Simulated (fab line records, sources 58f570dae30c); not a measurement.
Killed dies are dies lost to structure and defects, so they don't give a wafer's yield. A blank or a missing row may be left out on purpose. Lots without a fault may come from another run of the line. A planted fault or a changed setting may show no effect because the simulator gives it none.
Which tool did it? | flow berkeley_cmos170 | 12 lots, 36 wafers sampled, at 2 steps of a route of 331

WHAT THE GAUGES READ, wafer by wafer
UCB170_V2_CD_MEAS_12: target cd 700 nm.
lot  | measured     | on        | cd_nm (nm)
L074 | day 9 07:18  | cd_sem-02 | 698.7 698.0 698.3
L076 | day 9 09:04  | cd_sem-01 | 699.6 700.5 699.8
L080 | day 9 16:53  | cd_sem-01 | 699.9 700.1 701.7
L082 | day 10 01:43 | cd_sem-01 | 699.1 700.5 698.6
L083 | day 10 11:52 | cd_sem-01 | 700.6 700.0 700.3
L084 | day 10 16:41 | cd_sem-02 | 700.2 700.1 699.3
L088 | day 11 02:43 | cd_sem-02 | 697.4 698.8 697.7
L089 | day 11 04:27 | cd_sem-02 | 701.3 701.4 700.6
L094 | day 12 07:07 | cd_sem-02 | 703.0 701.1 701.5
L092 | day 12 08:38 | cd_sem-01 | 702.8 701.9 703.1
L095 | day 13 01:47 | cd_sem-02 | 700.7 701.2 702.1
L097 | day 13 02:49 | cd_sem-02 | 700.5 700.5 700.9

WHICH TOOL RAN EACH LOT (tool, then ch and the chambers of the sampled wafers, then the start)
lot  | UCB170_V1_STRIP_15
L074 | plasma_asher-04 ch 0,1, day 9 01:29
L076 | plasma_asher-02 ch 0,1, day 9 03:28
L080 | plasma_asher-01 ch 0,1, day 9 11:43
L082 | plasma_asher-04 ch 0,1, day 9 18:26
L083 | plasma_asher-01 ch 0,1, day 10 06:41
L084 | plasma_asher-01 ch 0,1, day 10 09:36
L088 | plasma_asher-04 ch 0,1, day 10 20:10
L089 | plasma_asher-01 ch 1, day 10 22:54
L094 | plasma_asher-01 ch 0, day 12 01:34
L092 | plasma_asher-01 ch 0,1, day 12 02:41
L095 | plasma_asher-01 ch 0,1, day 12 19:52
L097 | plasma_asher-04 ch 0,1, day 12 20:23
- UCB170_V1_STRIP_15: strips in O2.

THE ANSWER, worked out from the rows above alone
Rule: what is usual is taken from the lots themselves. Put in order of their means at a reading, lots are off if they are a third of the lots or fewer, leave a main group of 4 or more, and stand apart from it by a gap of 3 or more times the standard deviation of the main group's means; of several such gaps the widest counts. A main group whose means are all the same, to the digits that the tables above print for the reading, isn't used. A lot without any number at a reading at which 4 lots or more have one is off too. The other lots that the step has rows for count as sound.
No lot is off at any reading shown: from this, nothing can be told.

WHAT THE SIMULATOR HAD PUT IN
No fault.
